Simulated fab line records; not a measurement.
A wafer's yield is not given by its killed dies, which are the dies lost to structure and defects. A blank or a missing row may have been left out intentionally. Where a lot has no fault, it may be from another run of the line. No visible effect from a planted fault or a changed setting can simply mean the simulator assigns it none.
Which tool did it?    flow ritCmos    at 1 step of a route of 202, 7 lots with 21 wafers sampled

== WHAT THE GAUGES SHOWED, per wafer ==
RIT_WELLDRIVE_RS_MEAS_01: measurement is done with a four-point probe.
lot   measured     on            NWELL_RS (ohm/sq)
L565  day 2 10:32  filmMetro-04  272.9 272.6 272.1
L569  day 3 08:06  filmMetro-03  272.7 272.7 272.7
L572  day 3 22:35  filmMetro-02  272.4 272.5 272.4
L575  day 4 13:24  filmMetro-03  273.8 273.4 273.4
L577  day 5 00:11  filmMetro-03  274.1 273.4 273.3
L579  day 5 07:34  filmMetro-04  273.4 273.3 273.5
L581  day 5 19:05  filmMetro-03  273.1 272.6 273.5

== WHICH TOOL RAN EACH LOT (tool, then ch and the chambers of the sampled wafers, then the start) ==
Before these readings, the record contains no process step.

== THE ANSWER, worked out from the rows above alone ==
Rule: usual is defined by the lots themselves. The widest of any qualifying gaps counts: lots, ordered by their means at a reading, are off when they make up no more than a third of the lots, leave a main group of 4 or more, and stand apart from it by 3 or more times the standard deviation of that group's means. A main group whose means are all the same, to the digits that the tables above print for the reading, isn't used. Also off: a lot with no number at a reading for which 4 or more lots have one. Any other lot the step has rows for is counted as sound.
None of the lots is off at any reading shown; this tells nothing.

== WHAT THE SIMULATOR PUT IN ==
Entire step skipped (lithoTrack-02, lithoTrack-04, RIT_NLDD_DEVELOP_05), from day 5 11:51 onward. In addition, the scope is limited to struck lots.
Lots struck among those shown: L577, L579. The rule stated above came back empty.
